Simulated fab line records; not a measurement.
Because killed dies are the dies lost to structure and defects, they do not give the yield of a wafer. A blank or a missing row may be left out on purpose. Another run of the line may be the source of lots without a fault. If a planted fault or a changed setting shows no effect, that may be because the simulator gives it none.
2 desks, one fault + flow rit cmos + what lay behind the numbers comes last; until then each desk has only its own

== AT THE TOOL OWNER'S DESK: iline stepper-01 ==
The tool's own readings at RIT_GATE_EXPOSE_13 (exposes mask M6, target cd 150 nm): means of the sampled wafers that have a number, for each lot that ran on this tool. Any lot whose mean is over 4 standard deviations away from the usual mean is out of limits and marked OUT; that distance is given in the brackets.
Columns: A = exposure dose mJ cm2 at RIT_GATE_EXPOSE_13, usual 380.0
| lot  | first seen here | A                |
|------|-----------------|------------------|
| L160 | day 2 20:14     | 380.3            |
| L161 | day 2 23:48     | 380.2            |
| L163 | day 3 14:29     | 379.6            |
| L164 | day 3 15:54     | 386.9 (+19) OUT  |
| L165 | day 3 19:27     | 385.1 (+14) OUT  |
| L166 | day 4 01:51     | 384.1 (+11) OUT  |
| L167 | day 4 08:40     | 383.0 (+8.4) OUT |
Finding of this desk: L164, L165, L166, L167 out of limits; the first was L164 at day 3 15:54, on exposure dose mJ cm2 at RIT_GATE_EXPOSE_13. Within limits: L160, L161, L163.

== THE METROLOGY DESK ==
Means of the sampled wafers that have a number, per lot and without regard to the tool the lot ran on: this is what the gauges read. Any lot whose mean is over 4 standard deviations away from the usual mean is out of limits and marked OUT; that distance is given in the brackets.
Columns: A = cd nm at RIT_GATE_CD_MEAS_16, usual 149.3 nm
| lot  | first seen here | A     |
|------|-----------------|-------|
| L159 | day 2 13:55     | 148.9 |
| L160 | day 2 20:38     | 146.7 |
| L161 | day 3 00:12     | 146.1 |
| L162 | day 3 05:23     | 151.4 |
| L163 | day 3 14:53     | 151.3 |
| L164 | day 3 16:18     | 141.0 |
| L165 | day 3 19:51     | 141.1 |
| L166 | day 4 02:15     | 142.6 |
| L167 | day 4 09:04     | 144.9 |
| L170 | day 5 04:49     | 147.2 |
| L174 | day 6 02:43     | 150.5 |
| L177 | day 6 09:01     | 149.4 |
| L178 | day 6 18:04     | 147.5 |
This desk's finding: nothing out of limits on any of the 13 lots.

== ALL TOGETHER ==
On L164, L165, L166, L167, at day 3 15:54, an alarm was possible from the tool owner's desk.
Nothing out of limits was seen by the metrology desk.
The metrology desk holds a record of L164, L165, L166, L167, inside its limits.
RIT_GATE_EXPOSE_13 was run on iline stepper-01 by each of the lots named.

== WHAT HAD BEEN PUT IN BY THE SIMULATOR ==
Process parameters drifting: iline stepper-01 at RIT_GATE_EXPOSE_13, beginning at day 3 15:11. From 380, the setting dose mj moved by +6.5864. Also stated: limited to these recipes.
Shown lots that were struck: L164, L165, L166, L167.
How many hours passed from the start of the fault until each desk's first out-of-limits reading: the tool owner's desk, 1.
